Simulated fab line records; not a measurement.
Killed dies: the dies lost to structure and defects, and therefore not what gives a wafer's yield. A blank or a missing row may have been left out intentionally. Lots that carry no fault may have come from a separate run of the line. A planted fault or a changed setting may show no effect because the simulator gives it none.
Struck lot and sound lot, side by side	flow rit-cmos	20 out of 202 route steps
Sound: the wafers L433.1, L433.2, L433.5. Wafers struck: L448.2, L448.3, L448.5. The cause is named last.
At each step with rows: each side's tool, then ch and its chambers, then its first start. Under that, the readings that differ: sound wafers	struck wafers	difference of the means	sigmas: that difference in standard deviations of wafers without a fault.
alike: words and numbers the same on both sides, and readings whose means are apart by under 2 such deviations; not compared: readings that were withheld, readings missing a value for some wafer, numbers with overlapping values and no deviation given by the record, and bounds like >300 which may hide the same value.
A row with sigmas, a row that says differs or no value, or rows on one side alone: a step with any of these is where the two part. Numbers that don't overlap but have no deviation are shown without sigmas and don't part them. A reading that every wafer of one side lacks parts them only if that side has two wafers or more.

first, 2 steps without rows for these wafers: RIT_NWELL_HARDBAKE_07 (time 120 s); RIT_NWELL_IMPLANT_08.
RIT_NWELL_STRIP_09: strips in O2, time 180 s.
  sound on plasma-asher-02 ch 0,1, day 3 02:53; struck on plasma-asher-04 ch 1, day 6 06:14
  alike: drypump-motor-current-A
  not compared: rf-hours-counter-h
RIT_NWELL_TW_MEAS_10:
  sound on film-metro-01, day 3 03:04; struck on film-metro-03, day 6 06:25
reading	sound	struck	difference	sigmas
NWELL_TW	2162 2157 2173	2115 2139 2130	-36	-2
then, 6 steps without rows for these wafers: RIT_PWELL_HMDS_00 (prime time 60 s); RIT_PWELL_COAT_01 (resist thk 1300 nm); RIT_PWELL_SOFTBAKE_02 (time 60 s); RIT_PWELL_EXPOSE_03 (exposes mask M3, target cd 43700 nm); RIT_PWELL_PEB_04; RIT_PWELL_DEVELOP_05 (develop time 68 s).
RIT_PWELL_OVL_MEAS_06:
  sound on overlay-02, day 3 04:22; struck on overlay-01, day 6 07:29
  alike: PWELL_OVL
then, 1 step without rows for these wafers: RIT_PWELL_HARDBAKE_07 (time 120 s).
RIT_PWELL_IMPLANT_08:
  sound on implanter-01 ch 0, day 3 04:39; struck on implanter-04 ch 0, day 6 07:47
reading	sound	struck	difference	sigmas
tilt-deg (degrees)	6.973 6.949 6.967	8.092 8.100 8.109	+1.137	+60
RIT_PWELL_STRIP_09: strips in O2, time 180 s.
  sound on plasma-asher-01 ch 0,1, day 3 04:48; struck on plasma-asher-02 ch 0, day 6 07:55
  alike: drypump-motor-current-A
  not compared: rf-hours-counter-h
RIT_PWELL_TW_MEAS_10:
  sound on film-metro-03, day 3 04:58; struck on film-metro-04, day 6 08:05
  alike: PWELL_TW
then, 1 step without rows for these wafers: RIT_WELLDRIVE_ANNEAL_00 (time 14700 s).
RIT_WELLDRIVE_RS_MEAS_01: measures by four-point-probe.
  sound on film-metro-01, day 3 10:07; struck on film-metro-03, day 6 14:06
  alike: NWELL_RS
RIT_WELLDRIVE_RS_MEAS_02: measures by four-point-probe.
  sound on film-metro-01, day 3 10:14; struck on film-metro-03, day 6 14:13
reading	sound	struck	difference	sigmas
PWELL_RS (ohm/sq)	431.0 430.8 430.9	- - -	no value on the struck wafers	
then, 1 step without rows for these wafers: RIT_NRETRO_HMDS_00 (prime time 60 s).
RIT_M1_PROBE_99:
  sound on prober-02, day 4 14:58; struck on prober-01, day 7 19:43
  alike: killed-at-contacts, killed-at-front-end, killed-dies, killed-open, killed-short

WHERE THEY PART
First at RIT_NWELL_TW_MEAS_10; last, within this record, at RIT_WELLDRIVE_RS_MEAS_02. Later steps at which nothing parts them and some readings are alike: RIT_M1_PROBE_99.

WHY: what the simulator had put in
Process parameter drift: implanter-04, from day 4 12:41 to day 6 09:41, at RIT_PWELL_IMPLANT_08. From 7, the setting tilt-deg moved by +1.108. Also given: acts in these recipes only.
